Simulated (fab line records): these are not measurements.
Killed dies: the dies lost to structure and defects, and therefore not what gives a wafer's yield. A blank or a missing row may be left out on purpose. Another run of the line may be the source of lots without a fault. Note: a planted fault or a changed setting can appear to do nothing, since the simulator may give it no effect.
The tool behind it: which one? -- flow berkeleyCmos170 -- 30 wafers from 10 lots sampled at 4 of the route's 331 steps

== WHAT THE GAUGES READ, wafer by wafer ==
UCB170_V1_OVL_MEAS_13.
lot,measured,on,V1_OVL (nm)
L972,day 8 07:06,overlay-02,1 6 -11
L973,day 8 20:43,overlay-01,-3 6 9
L974,day 8 21:16,overlay-01,-3 0 7
L975,day 9 07:17,overlay-02,0 8 9
L976,day 9 08:47,overlay-02,-4 0 2
L977,day 9 15:58,overlay-01,-5 -4 -8
L978,day 10 01:18,overlay-01,-3 1 -2
L979,day 10 07:52,overlay-02,5 1 7
L981,day 10 04:10,overlay-02,2 7 1
L980,day 10 07:54,overlay-01,0 4 0

== WHAT TOOL EACH LOT RAN ON (gives the tool, then ch and the chambers of the sampled wafers, and finally the start) ==
lot,UCB170_CONTACT_RTA_08,UCB170_CONTACT_ETCH_17,UCB170_M1_ANNEAL_14
L972,"rtpAnneal-02 ch 0, day 7 22:26","rieDiel-03 ch 0,2,3, day 7 23:29","furnace-03 ch 0, day 8 01:53"
L973,"rtpAnneal-02 ch 0, day 8 07:40","rieDiel-04 ch 0,1,2, day 8 09:04","furnace-03 ch 0, day 8 17:10"
L974,"rtpAnneal-01 ch 0, day 8 07:52","rieDiel-02 ch 1,2, day 8 09:48","furnace-03 ch 0, day 8 17:10"
L975,"rtpAnneal-02 ch 0, day 8 23:43","rieDiel-03 ch 0,2, day 9 01:05","furnace-03 ch 0, day 9 03:43"
L976,"rtpAnneal-01 ch 0, day 9 01:40","rieDiel-03 ch 0,2,3, day 9 03:11","furnace-03 ch 0, day 9 05:23"
L977,"rtpAnneal-02 ch 0, day 9 09:04","rieDiel-03 ch 1,2,3, day 9 10:15","furnace-03 ch 0, day 9 12:38"
L978,"rtpAnneal-01 ch 0, day 9 18:19","rieDiel-03 ch 1,2, day 9 19:31","furnace-03 ch 0, day 9 21:45"
L979,"rtpAnneal-01 ch 0, day 9 20:12","rieDiel-02 ch 1,2, day 9 21:40","furnace-03 ch 0, day 10 01:18"
L981,"rtpAnneal-02 ch 0, day 9 20:12","rieDiel-03 ch 0,2,3, day 9 21:26","furnace-03 ch 0, day 9 23:58"
L980,"rtpAnneal-02 ch 0, day 9 21:59","rieDiel-04 ch 0,1, day 9 23:01","furnace-03 ch 0, day 10 02:38"
- UCB170_CONTACT_RTA_08: time 9.507 s.
- UCB170_CONTACT_ETCH_17: etches BARC in N2/H2.
- UCB170_M1_ANNEAL_14: time 1200 s.

== WHAT THE TOOLS THEMSELVES READ (means of the sampled wafers that have a number; where no wafer has one, the mark that the record gives instead) ==
UCB170_CONTACT_RTA_08.
lot,tool,lampPowerPct (%),wafer_temp_C_max
L972,rtpAnneal-02,29.8,905.7
L973,rtpAnneal-02,29.8,905.8
L974,rtpAnneal-01,27.6,905.3
L975,rtpAnneal-02,29.8,905.2
L976,rtpAnneal-01,27.6,906.1
L977,rtpAnneal-02,29.8,905.4
L978,rtpAnneal-01,27.6,905.7
L979,rtpAnneal-01,27.6,905.9
L981,rtpAnneal-02,29.8,905.5
L980,rtpAnneal-02,29.8,906.7

UCB170_CONTACT_ETCH_17.
lot,tool,drypumpMotorCurrentA (A),oesProductAu (a.u.),rfFwdPowerW (W),throttleValvePct (%)
L972,rieDiel-03,6.1,1.005,495.0,13.47
L973,rieDiel-04,5.5,1.028,495.6,13.37
L974,rieDiel-02,5.5,1.021,492.9,13.35
L975,rieDiel-03,6.3,1.019,496.7,13.60
L976,rieDiel-03,6.1,1.009,494.9,13.46
L977,rieDiel-03,5.6,1.010,493.6,13.41
L978,rieDiel-03,5.4,1.033,494.1,13.51
L979,rieDiel-02,5.2,1.017,491.8,13.36
L981,rieDiel-03,6.1,1.000,493.0,13.47
L980,rieDiel-04,5.4,1.009,494.9,13.33

UCB170_M1_ANNEAL_14.
lot,tool,spikeTcCentreC (C),spikeTcLoadC (C),spikeTcSourceC (C),tubeCenterTempC (C),tube_center_temp_C_max,zonePowerCentrePct (%),zonePowerLoadPct (%),zonePowerSourcePct (%)
L972,furnace-03,404.6,417.8,414.3,400,401.01,13.28,5.82,5.72
L973,furnace-03,404.6,417.1,413.9,400,401.00,13.32,5.82,5.77
L974,furnace-03,404.6,417.2,413.9,400,400.98,13.28,5.82,5.71
L975,furnace-03,404.1,417.8,414.0,400,401.09,13.31,5.85,5.70
L976,furnace-03,403.5,417.8,414.2,400,401.06,13.36,5.84,5.75
L977,furnace-03,403.6,417.7,414.7,400,400.94,13.34,5.82,5.70
L978,furnace-03,364.7,377.9,372.8,360,360.99,11.88,5.07,4.97
L979,furnace-03,364.5,377.4,373.8,360,361.06,11.92,5.03,4.98
L981,furnace-03,363.9,378.2,373.8,360,360.95,11.82,5.09,4.92
L980,furnace-03,364.8,377.9,373.3,360,361.01,11.92,5.02,4.99

== THE ANSWER, worked out from the rows above alone ==
Rule: what is usual is taken from the lots themselves. The widest of any qualifying gaps counts: lots, ordered by their means at a reading, are off when they make up no more than a third of the lots, leave a main group of 4 or more, and stand apart from it by 3 or more times the standard deviation of that group's means. If all means in a main group match to the digits the tables above print for the reading, that group is not used. Also off: a lot with no number at a reading for which 4 or more lots have one. All remaining lots with rows at the step are treated as sound. After the gauges, taken in route order, come the tools' own readings; for these a lot's mean is taken, as printed above. At the first step where some lot is off, the reading lying furthest off is the one used; lots without a number count as furthest.
Nothing can be told from this: no lot is off at any reading shown.

== WHAT THE SIMULATOR HAD PUT IN ==
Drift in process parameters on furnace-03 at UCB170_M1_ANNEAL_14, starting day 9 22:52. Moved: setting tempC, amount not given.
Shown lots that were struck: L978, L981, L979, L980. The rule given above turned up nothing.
